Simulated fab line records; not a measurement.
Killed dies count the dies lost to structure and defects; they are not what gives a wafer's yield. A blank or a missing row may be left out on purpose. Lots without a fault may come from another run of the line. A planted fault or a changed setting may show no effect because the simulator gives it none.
Comparing a struck lot with a sound one | flow rit cmos | 21 out of 202 route steps
Sound: these wafers, L373.2, L373.3, L373.5. Struck: wafers L376.4, L376.5, L376.6. Last of all comes the cause.
At each step with rows: each side's tool, then ch and its chambers, then its first start. Under that, the readings that differ: sound wafers | struck wafers | difference of the means | sigmas: that difference in standard deviations of wafers without a fault.
alike: a reading whose means differ by less than 2 such deviations, as well as words and numbers matching on both sides. not compared: withheld readings; readings where some wafer has no value; bounds like >300 that might hide an equal value; numbers whose values overlap and for which the record gives no deviation.
A row with sigmas, a row that says differs or no value, or rows on one side alone: a step with any of these is where the two part. Non-overlapping numbers with no deviation appear without sigmas and do not part them. A reading that every wafer of one side lacks parts them only if that side has two wafers or more.

first, 2 steps without rows for these wafers: RIT_NSD_HARDBAKE_07 (time 60 s); RIT_NSD_IMPLANT_08.
RIT_NSD_STRIP_09: strips in O2, time 180 s.
  sound on plasma asher-01 ch 0,1, day 4 17:44; struck on plasma asher-04 ch 0,1, day 5 07:46
  alike: drypump motor current A
  not compared: rf hours counter h
RIT_NSD_TW_MEAS_10:
  sound on film metro-02 at day 4 17:56; struck on film metro-02 at day 5 07:55
  alike: NSD_TW
then, 6 steps without rows for these wafers: RIT_PSD_HMDS_00 (prime time 60 s); RIT_PSD_COAT_01 (resist thk 1000 nm); RIT_PSD_SOFTBAKE_02 (time 60 s); RIT_PSD_EXPOSE_03 (exposes mask M10, target cd 40900 nm); RIT_PSD_PEB_04; RIT_PSD_DEVELOP_05 (develop time 51.76 s).
RIT_PSD_OVL_MEAS_06:
  sound on overlay-02 at day 4 18:56; struck on overlay-01 at day 5 09:08
  alike: PSD_OVL
then, 1 step without rows for these wafers: RIT_PSD_HARDBAKE_07 (time 60 s).
RIT_PSD_IMPLANT_08:
  sound on implanter-02 ch 0, day 4 19:08; struck on implanter-02 ch 0, day 5 09:22
  reading                   | sound                | struck               | difference | sigmas
  beam energy keV           | 26.996 26.993 26.993 | 25.101 25.108 25.107 | -1.889     | -99 or more
  model.implant.rp nm (nm)  | 22.31 22.31 22.31    | 20.38 20.38 20.38    | -1.93      |
  model.implant.drp nm (nm) | 12.05 12.05 12.05    | 11.45 11.45 11.45    | -0.60      |
RIT_PSD_STRIP_09: strips in O2, time 180 s.
  sound on plasma asher-01 ch 0,1, day 4 19:16; struck on plasma asher-01 ch 0,1, day 5 09:30
  alike: drypump motor current A
  not compared: rf hours counter h
RIT_PSD_TW_MEAS_10:
  sound on film metro-02 at day 4 19:26; struck on film metro-01 at day 5 09:52
  reading | sound          | struck         | difference | sigmas
  PSD_TW  | 3442 3461 3450 | 3345 3344 3374 | -97        | -6
  not compared: hold
then, 2 steps without rows for these wafers: RIT_SDANNEAL_CLEAN_01 (cleans in dHF, time 30 s); RIT_SDANNEAL_CLEAN_02 (cleans in SC2, time 600 s).
RIT_SDANNEAL_RTA_03: time 5 s.
  sound on rtp anneal-02 ch 0, day 4 19:54; struck on rtp anneal-01 ch 0, day 5 15:26
  alike: chamber o2 ppm, wafer_temp_C_max
RIT_SDANNEAL_RS_MEAS_04: measurement is done with a four-point probe.
  sound on film metro-02 at day 4 19:58; struck on film metro-03 at day 5 15:49
  reading         | sound             | struck            | difference | sigmas
  PSD_RS (ohm/sq) | 116.0 115.9 115.9 | 121.0 120.5 121.3 | +5.0       | +15
  not compared: hold
RIT_SDANNEAL_RS_MEAS_05: measurement is done with a four-point probe.
  sound on film metro-02 at day 4 20:05; struck on film metro-03 at day 5 18:19
  reading | sound | struck                                                                     | difference                   | sigmas
  hold    | - - - | await dispo/2.4h/release await dispo/2.4h/release await dispo/2.4h/release | no value on the sound wafers |
  alike: NSD_RS
RIT_M1_PROBE_99:
  sound on prober-01 at day 5 03:23; struck on prober-02 at day 6 01:44
  reading             | sound   | struck | difference | sigmas
  killed at front end | 16 9 10 | 3 0 2  | -10        | -3
  killed dies         | 16 9 10 | 3 0 2  | -10        | -3
  killed open         | 8 5 4   | 0 0 1  | -5         | -3
  killed short        | 8 4 6   | 3 0 1  | -5         | -2

## WHERE THEY PART
At RIT_PSD_IMPLANT_08 first; at RIT_M1_PROBE_99 last (within this record only).

WHY: what had been put in by the simulator
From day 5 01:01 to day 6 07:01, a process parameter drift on implanter-02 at RIT_PSD_IMPLANT_08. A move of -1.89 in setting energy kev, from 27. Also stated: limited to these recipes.
